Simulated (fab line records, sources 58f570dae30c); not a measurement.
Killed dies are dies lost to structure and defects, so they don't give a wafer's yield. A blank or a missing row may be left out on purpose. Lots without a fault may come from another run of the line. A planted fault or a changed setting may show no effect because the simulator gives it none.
fab line records | flow berkeley_cmos170
record lots=6 wafers=18 last_day=11
route steps=331 shown ZERO@12 NWELL@14
lots that met no fault: from a run of the same line without faults
start_h: hours from the record's first day to the start of the lot's first wafer shown | wait_h: hours since the lot's step before | " the same as in the row above | L1.1+2: a row that stands for several wafers | - no value, or no start given | * or withheld: withheld | < > ~ a bound
route shown NAME@n: a module of which the file shows steps, and the number in the route of the first | usual: mean/standard deviation of fault-free wafers | same: alike in all rows | chamber/n: place in a boat | sites: the reading at each site | _std_site: their standard deviation | _edge_site: outer sites' mean less inner sites' | radius_mm: how far each site lies from the wafer's centre | mask NAME#n: copy n | behind: the tool/chamber that last shaped the wafer | hold: why the lot was held/for how many hours/how that ended | device: the transistor (n, p or np) that didn't switch | end of line: the same wafers' tests at the end of the route | a step without rows: its recipe alone | killed: dies lost to structure and defects at the first sort, not the wafer's yield | map: a wafer's dies, x killed, . not, _ none there
set.NAME: the setting as run; set.NAME@STEP: as run at that earlier step | model.NAME: the simulator's own value behind a step, which no gauge read
lots at some steps of the route; a table a step, a row a wafer
services: from which hour (start_h, from the record's first day; less than 0 if before it) a tool's chamber was out of use, for how many hours, and why
## steps
# step UCB170_ZERO_ETCH_06
# recipe chemistry=CHF3/CF4/Ar target=SiO2 time_s=12 pressure_mtorr=100 rf_w=500 CHF3_flow_sccm=50 cf4_flow_sccm=10 Ar_flow_sccm=120 over_etch_frac=1.58
# usual CHF3_flow_sccm=50.00/0.13 drypump_motor_current_A=5.7/0.47 oes_product_au=0.617/0.0056 throttle_valve_pct=9.17/0.16
# columns lot.wafer tool chamber start_h wait_h CHF3_flow_sccm drypump_motor_current_A oes_product_au rf_hours_counter_h throttle_valve_pct
L461.1 rie_diel-04 0 36.46 - 49.89 5.4 0.610 47 9.36
L461.2 " 1 " " 49.91 5.5 0.629 70 9.16
L461.6 " 2 " " 50.01 5.9 0.623 - 9.01
L470.1 rie_diel-03 2 74.82 - 49.86 6.1 0.611 3 9.47
L470.5 " 1 " " 49.96 6.0 0.621 - 9.13
L470.6 " 0 " " 50.00 6.3 0.623 - 8.99
L471.1 rie_diel-04 2 79.55 - 50.03 6.0 0.615 10 9.02
L471.3 " 0 " " 49.91 5.4 0.611 48 9.39
L471.5 " 0 " " 50.14 5.4 0.614 - 9.38
L474.1 rie_diel-04 1 98.50 - 49.95 5.5 0.615 72 9.17
L474.2 " 0 " " 50.29 5.4 0.615 49 9.38
L474.6 " 3 " " 50.23 5.2 0.623 - 9.12
L478.1 rie_diel-03 2 117.74 - 50.00 6.1 0.605 5 9.46
L478.5 " 0 " " 49.86 6.3 0.611 - 9.00
L478.6 " 3 " " 49.98 6.1 0.614 - 9.27
L481.1 rie_diel-03 3 134.64 - 49.90 6.1 0.611 114 9.26
L481.2 " 1 " " 49.81 6.0 0.615 60 9.14
L481.4 " 0 " " 50.01 6.3 0.614 19 8.98
# step UCB170_ZERO_STRIP_07
# recipe chemistry=O2 power_w=400 pressure_mtorr=3500 platen_temp_c=withheld o2_flow_sccm=400 overash_fraction=0.5
# usual drypump_motor_current_A=5.6/0.31 oes_product_au=0.727/0.0045 strip_time_to_endpoint_s=21.46/0.055
# columns lot.wafer tool chamber start_h wait_h drypump_motor_current_A oes_product_au rf_hours_counter_h strip_time_to_endpoint_s
L461.1 plasma_asher-01 0 36.48 0.0 5.9 0.728 33 21.45
L461.2 " 1 " " 5.6 0.726 33 21.44
L461.6 " 0 " " 5.9 0.728 - 21.47
L470.1 plasma_asher-04 0 74.85 0.0 6.0 0.726 36 21.50
L470.5 " 1 " " 5.8 0.728 - 21.43
L470.6 " 0 " " 6.0 0.725 - 21.42
L471.1 plasma_asher-01 1 79.57 0.0 5.6 0.724 37 21.49
L471.3 " 0 " " 5.9 0.723 - 21.44
L471.5 " 0 " " 5.9 0.730 - 21.42
L474.1 plasma_asher-01 1 98.53 0.0 5.6 0.721 39 21.55
L474.2 " 0 " " 5.9 0.723 39 21.45
L474.6 " 0 " " 5.9 0.726 - 21.52
L478.1 plasma_asher-01 1 117.76 0.0 5.6 0.735 0 21.44
L478.5 " 1 " " 5.6 0.735 - 21.59
L478.6 " 0 " " 5.9 0.722 - 21.46
L481.1 plasma_asher-01 1 134.67 0.0 5.6 0.722 2 21.54
L481.2 " 0 " " 5.9 0.729 2 21.45
L481.4 " 1 " " 5.6 0.719 - 21.44
# step UCB170_NWELL_WET_ETCH_00
# recipe chemistry=dHF dilution=25:1 target=SiO2 temp_c=25 time_s=200
# step UCB170_NWELL_OXIDATION_01
# recipe temp_c=1000 ambient=O2 target_thk_a=264 ox_time_s=1260
# step UCB170_NWELL_THK_MEAS_02
# recipe reads=SiO2_of_NWELL_OXIDATION_01
# usual NWELL_OXIDE_THK=26.6/0.45
# columns lot.wafer tool chamber start_h wait_h NWELL_OXIDE_THK[nm]
L461.1 film_metro-02 - 45.04 0.0 27.4
L461.2 " - " " 27.2
L461.6 " - " " 27.4
L470.1 film_metro-01 - 76.73 0.0 25.5
L470.5 " - " " 25.8
L470.6 " - " " 25.6
L471.1 film_metro-04 - 83.48 0.0 27.0
L471.3 " - " " 26.6
L471.5 " - " " 27.0
L474.1 film_metro-01 - 101.98 0.0 26.9
L474.2 " - " " 26.7
L474.6 " - " " 27.0
L478.1 film_metro-02 - 121.59 0.0 27.2
L478.5 " - " " 26.9
L478.6 " - " " 26.8
L481.1 film_metro-02 - 136.18 0.0 26.8
L481.2 " - " " 27.2
L481.4 " - " " 26.8
# step UCB170_NWELL_ANNEAL_03
# recipe temp_c=1000 time_s=900 ambient=N2
# step UCB170_NWELL_CVD_04
# recipe material=Si3N4 target_thk_nm=224 temp_c=800 precursor=SiH2Cl2/NH3 time_s=3360 pressure_mtorr=200 sih2cl2_flow_sccm=25 nh3_flow_sccm=75
# step UCB170_NWELL_THK_MEAS_05
# recipe reads=Si3N4_of_NWELL_CVD_04
# usual NWELL_NITRIDE_THK=224.5/2.4
# columns lot.wafer tool chamber start_h wait_h NWELL_NITRIDE_THK[nm]
L461.1 film_metro-02 - 51.72 0.0 225.7
L461.2 " - " " 226.5
L461.6 " - " " 224.8
L470.1 film_metro-01 - 81.29 0.1 222.9
L470.5 " - " " 223.9
L470.6 " - " " 225.4
L471.1 film_metro-02 - 92.68 0.0 225.1
L471.3 " - " " 226.2
L471.5 " - " " 224.6
L474.1 film_metro-04 - 105.23 0.0 226.5
L474.2 " - " " 225.5
L474.6 " - " " 226.4
L478.1 film_metro-01 - 127.36 0.0 224.1
L478.5 " - " " 223.2
L478.6 " - " " 222.4
L481.1 film_metro-01 - 140.87 0.0 225.8
L481.2 " - " " 225.8
L481.4 " - " " 226.8
# step UCB170_NWELL_HMDS_06
# recipe prime_time_s=60 prime_temp_c=100
# step UCB170_NWELL_COAT_07
# recipe resist=KrF spin_rpm=1500 resist_thk_nm=900
# step UCB170_NWELL_SOFTBAKE_08
# recipe resist=KrF temp_c=130 time_s=60
# step UCB170_NWELL_EXPOSE_09
# recipe mask_id=NWELL target_cd_nm=3000 na=0.5 sigma_outer=0.6 source_shape=conventional dose_mj=25
# step UCB170_NWELL_PEB_10
# recipe peb_temp_c=130 peb_time_s=withheld resist=KrF
# usual chill_plate_temp_C=23.00/0.11 exhaust_pa=44.8/0.93
# columns lot.wafer tool chamber start_h wait_h chill_plate_temp_C exhaust_pa
L461.1 litho_track-01 0 52.63 0.1 22.94 44.8
L461.2 " 0 " " 22.91 44.0
L461.6 " 0 " " 22.91 43.4
L470.1 litho_track-04 - 82.73 0.5 - -
L470.5 " - " " - -
L470.6 " - " " - -
L471.1 litho_track-01 - 94.79 0.9 - -
L471.3 " - " " - -
L471.5 " - " " - -
L474.1 litho_track-04 0 107.91 0.8 23.11 45.3
L474.2 " 0 " " 23.04 43.9
L474.6 " 0 " " 23.03 45.0
L478.1 litho_track-01 0 128.11 0.1 22.92 45.7
L478.5 " 0 " " 22.84 46.4
L478.6 " 0 " " 22.96 44.5
L481.1 litho_track-04 0 141.62 0.1 22.85 46.1
L481.2 " 0 " " 22.98 45.1
L481.4 " 0 " " 22.95 46.0
# step UCB170_NWELL_DEVELOP_11
# recipe developer=TMAH develop_time_s=45 resist=KrF dev_temp_c=21
## services
# columns tool chamber start_h hours kind
rie_diel-03 - 18.57 0.9 repair
rie_diel-03 0 50.60 2.4 repair
rie_diel-03 1 52.52 4.2 repair
plasma_asher-01 - 80.12 0.7 repair
plasma_asher-01 - 108.75 9.0 pm
plasma_asher-01 0 108.75 9.0 vent_cycle
plasma_asher-01 1 108.75 9.0 vent_cycle
plasma_asher-01 0 117.75 - clean
plasma_asher-01 1 117.75 - clean
rie_diel-04 0 127.66 2.3 repair
## key
first_sign step=UCB170_NWELL_PEB_10 reading=tool_record direction=missing
effect none on later readings
met_at UCB170_NWELL_PEB_10
struck_wafers L470.1,L470.5,L470.6,L471.1,L471.3,L471.5
later_rows_left_out L470.1,L470.5,L470.6,L471.1,L471.3,L471.5
sort_left_out L470.1,L470.5,L470.6,L471.1,L471.3,L471.5
tester_left_out L470,L471
onset_between 52.63 82.73
fault kind=skipped_step_whole tool=litho_track-01,litho_track-04 chamber=- onset_h=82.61 steps=UCB170_NWELL_PEB_10 scope=struck_lots_only
# tester_left_out: of these lots the tester's yield and bins aren't shown, on N5 and GAA mostly nor the transistor test; their killed dies are dies lost to structure and defects alone, not to doping, threshold or leakage, so they don't give the yield
# sort_left_out: the simulated sort isn't trusted on such a fault, so these wafers' sort isn't shown, and their yield isn't known
# later_rows_left_out: the simulator's readings of these wafers behind a module that went badly wrong aren't trusted and aren't shown, but for the sort
